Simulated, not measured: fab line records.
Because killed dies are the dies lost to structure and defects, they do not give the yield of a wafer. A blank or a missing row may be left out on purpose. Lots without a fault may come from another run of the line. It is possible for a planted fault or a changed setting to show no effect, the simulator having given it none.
One fault through the eyes of 2 desks / flow berkeley_cmos170 / each desk has only its own numbers; what lay behind them comes last

METROLOGY DESK
Means of the sampled wafers that have a number, per lot and without regard to the tool the lot ran on: this is what the gauges read. The brackets show how far a lot's mean lies from the usual mean; more than 4 standard deviations puts the lot out of limits, marked OUT.
Columns: A = NSD_TW at UCB170_NSD_TW_MEAS_10, usual 4172; B = V1_TEOS_THK at UCB170_V1_THK_MEAS_01, usual 2005 nm
lot=L292; first seen here=day 8 08:31; A=4132; B=2021
lot=L290; first seen here=day 8 08:46; A=4200; B=1986
lot=L291; first seen here=day 8 08:59; A=4162; B=2018
lot=L294; first seen here=day 8 13:04; A=4186; B=1998
lot=L293; first seen here=day 8 13:22; A=4160; B=2232 (+8.7) OUT
lot=L295; first seen here=day 9 06:30; A=4193; B=2209 (+7.8) OUT
lot=L296; first seen here=day 9 07:44; A=4198; B=2006
lot=L303; first seen here=day 10 13:54; A=4111; B=2016
lot=L304; first seen here=day 10 14:26; A=4112; B=2000
lot=L309; first seen here=day 11 16:24; A=4104; B=1996
lot=L306; first seen here=day 11 16:37; A=4187; B=2020
lot=L307; first seen here=day 11 16:43; A=4217; B=2021
lot=L308; first seen here=day 11 16:57; A=4169; B=1973
lot=L312; first seen here=day 12 09:11; A=4195; B=1977
Finding of this desk: L293, L295 out of limits, first seen on L293 at day 9 01:16 (V1_TEOS_THK at UCB170_V1_THK_MEAS_01). L292, L290, L291, L294, L296, L303, L304, L309, L306, L307, L308, L312 stayed within limits.

TOOL OWNER'S DESK, pecvd-04
The tool's own readings at UCB170_V1_CVD_00 (deposits SiO2 from TEOS/O2, target thk 2000 nm, time 250 s): means of the sampled wafers that have a number, for each lot that ran on this tool. The brackets show how far a lot's mean lies from the usual mean; more than 4 standard deviations puts the lot out of limits, marked OUT.
Columns: A = heater_power_w at UCB170_V1_CVD_00, usual 266 W; B = rf_fwd_power_W at UCB170_V1_CVD_00, usual 548.4 W; C = run_length_s at UCB170_V1_CVD_00, usual 277.9 s
lot=L292; first seen here=day 8 19:46; A=288; B=547.5; C=278.2
lot=L291; first seen here=day 8 22:26; A=223; B=548.7; C=277.8
lot=L293; first seen here=day 9 01:06; A=230; B=549.4; C=304.4 (+55) OUT
lot=L295; first seen here=day 9 22:17; A=289; B=550.0; C=304.2 (+55) OUT
lot=L306; first seen here=day 12 04:07; A=274; B=549.0; C=277.8
lot=L308; first seen here=day 12 06:47; A=268; B=548.9; C=278.0
lot=L312; first seen here=day 13 00:01; A=247; B=548.9; C=277.8
Finding of this desk: L293, L295 out of limits; the first was L293 at day 9 01:06, on run_length_s at UCB170_V1_CVD_00. L292, L291, L306, L308, L312 stayed within limits.

TAKEN TOGETHER
At day 9 01:06, on L293, L295, the tool owner's desk was in a position to raise an alarm.
Metrology desk: alarm possible at day 9 01:16 on L293, L295.
Every lot named ran UCB170_V1_CVD_00 on pecvd-04.

WHAT HAD BEEN PUT IN BY THE SIMULATOR
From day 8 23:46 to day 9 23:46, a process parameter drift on pecvd-04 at UCB170_V1_CVD_00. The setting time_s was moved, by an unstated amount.
Struck lots among those shown: L293, L295.
Delay (hours) between the fault's onset and each desk's first out-of-limits reading: 1 at the tool owner's desk, 2 at the metrology desk.
